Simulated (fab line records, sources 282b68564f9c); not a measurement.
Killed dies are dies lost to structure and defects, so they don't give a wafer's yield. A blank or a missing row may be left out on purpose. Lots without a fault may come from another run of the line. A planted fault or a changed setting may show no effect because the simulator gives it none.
A struck lot beside a sound one | flow rit_cmos | 3 steps out of a route of 202
Sound: wafers L174.1, L174.2, L174.3. Struck: wafers L176.4, L176.5, L176.6. The cause comes at the end.
At each step with rows: each side's tool, then ch and its chambers, then its first start. Under that, the readings that differ: sound wafers | struck wafers | difference of the means | sigmas: that difference in standard deviations of wafers without a fault.
alike: readings whose means differ by less than 2 such deviations, and words and numbers that are the same on both sides. not compared: withheld readings, readings that some wafer has no value for, bounds like >300 that may hide the same value, and numbers for which the record gives no deviation and whose values overlap.
The two part at a step that has a row with sigmas, a row that says differs or no value, or rows on one side only. Numbers that don't overlap but have no deviation are shown without sigmas and don't part them. A reading that every wafer of one side lacks parts them only if that side has two wafers or more.

RIT_ACTIVE_BOW_MEAS_00:
  sound on film_metro-02, day 2 06:00; struck on film_metro-02, day 2 16:04
  alike: INCOMING_BOW
RIT_ACTIVE_OXIDATION_01: target thk 46.8 nm, ox time 3360 s.
  sound on furnace-03 ch 0, day 2 06:07; struck on furnace-04, day 2 16:07
  no value came back on the struck wafers for ox_temp_c (C), ox_temp_c_max; on the sound wafers ox_temp_c (C) reads 1003.3 1003.4 1003.3
then, 1 step without rows for these wafers: RIT_ACTIVE_CVD_03 (deposits Si3N4 from SiH2Cl2/NH3, target thk 150 nm, time 1500 s).

WHERE THEY PART
Only at RIT_ACTIVE_OXIDATION_01, within this record.

WHY: what the simulator had put in
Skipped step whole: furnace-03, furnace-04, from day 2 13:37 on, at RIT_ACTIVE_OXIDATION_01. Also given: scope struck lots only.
